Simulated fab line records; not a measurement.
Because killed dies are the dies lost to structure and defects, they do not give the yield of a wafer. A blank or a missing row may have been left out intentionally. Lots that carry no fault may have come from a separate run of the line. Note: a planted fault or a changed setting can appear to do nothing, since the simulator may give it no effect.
Split-lot experiment | flow berkeleyCmos170 | 5 lots, 23 wafers read, on a route of 331 steps

== SPLIT DETAILS ==
At UCB170_NLDD_PEB_04, the setting pebTempC was moved away from the recipe's 130 C on 8 of the 23 wafers read, by -2.9% to +2.9%. This setting was run at the recipe's value on the other wafers.

== SPLIT TO READING: what lies between them in the file, 1 step ==
- UCB170_NLDD_DEVELOP_05: develop time 45 s

== THE READING ==
cdNm, in nm, at UCB170_NLDD_CD_MEAS_06 (target cd 1200 nm). On this fab line, fault-free wafers typically give 1201.0 nm with a standard deviation of 1.2 nm.

wafer  | tool, chamber at the split | pebTempC as run, C | against the recipe | cdNm, nm | against lot-mates on the recipe
L074.2 | lithoTrack-03, 0           | 130                | recipe             | 1200.7   | -
L074.3 | lithoTrack-03, 0           | 133.8              | +2.9%              | 1222.1   | +21.2
L074.4 | lithoTrack-03, 0           | 130                | recipe             | 1201.0   | -
L074.5 | lithoTrack-03, 0           | 133.8              | +2.9%              | 1222.2   | +21.4
L074.6 | lithoTrack-03, 0           | 133.8              | +2.9%              | 1222.1   | +21.2
L076.1 | lithoTrack-01, 0           | 126.2              | -2.9%              | 1170.3   | -31.1
L076.2 | lithoTrack-01, 0           | 130                | recipe             | 1200.2   | -
L076.3 | lithoTrack-01, 0           | 130                | recipe             | 1203.1   | -
L076.4 | lithoTrack-01, 0           | 130                | recipe             | 1200.8   | -
L076.5 | lithoTrack-01, 0           | 126.2              | -2.9%              | 1171.2   | -30.2
L077.1 | lithoTrack-01, 0           | 130                | recipe             | 1200.6   | -
L077.3 | lithoTrack-01, 0           | 130                | recipe             | 1200.8   | -
L077.4 | lithoTrack-01, 0           | 130                | recipe             | 1199.6   | -
L077.5 | lithoTrack-01, 0           | 130                | recipe             | 1200.4   | -
L077.6 | lithoTrack-01, 0           | 130                | recipe             | 1199.7   | -
L075.1 | lithoTrack-04, 0           | 127.8              | -1.7%              | 1184.5   | -16.2
L075.2 | lithoTrack-04, 0           | 130                | recipe             | 1199.6   | -
L075.4 | lithoTrack-04, 0           | 127.8              | -1.7%              | 1184.1   | -16.6
L075.5 | lithoTrack-04, 0           | 130                | recipe             | 1201.7   | -
L075.6 | lithoTrack-04, 0           | 127.8              | -1.7%              | 1185.0   | -15.7
L080.1 | lithoTrack-01, 0           | 130                | recipe             | 1202.4   | -
L080.2 | lithoTrack-01, 0           | 130                | recipe             | 1201.8   | -
L080.6 | lithoTrack-01, 0           | 130                | recipe             | 1202.6   | -

THE FIT
A straight line over all 23 wafers: cdNm changes by +8.64 nm for each +1% of pebTempC; r = +0.99; the points scatter about the line by 2.1 nm.
The same after taking each lot's own level away (the mean of its wafers on the recipe; 23 wafers): +8.67 nm for each +1%; r = +0.99; scatter 2.1 nm.
On that fit, the largest move of pebTempC shifts the reading by 25 nm.
The span of the lots' own levels, 1200.22 to 1202.27 nm, comes to 1.7 times the standard deviation stated above.
So the lot-to-lot level changes the slope little: the two slopes agree.
Check: for one of the wafers moved furthest among these (+2.9%), held out of the fit, the line's prediction against its lot-mates is +25 nm. Against them it came out at +21.2 nm.

== FURTHER SPLITS ON THESE WAFERS ==
Other splits were also applied to these wafers ahead of the reading. Each is held against what the fit with the lots' levels taken away leaves over:
other split on the same wafers | wafers away from the commonest value | r with cdNm (lot level and that fit taken away)
UCB170_PLDD_EXPOSE_03 doseMj   | 11                                   | +0.18

== FILE'S OWN FIT ==
cdNm changes by +8.98 nm for each +1% of pebTempC, r = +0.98.
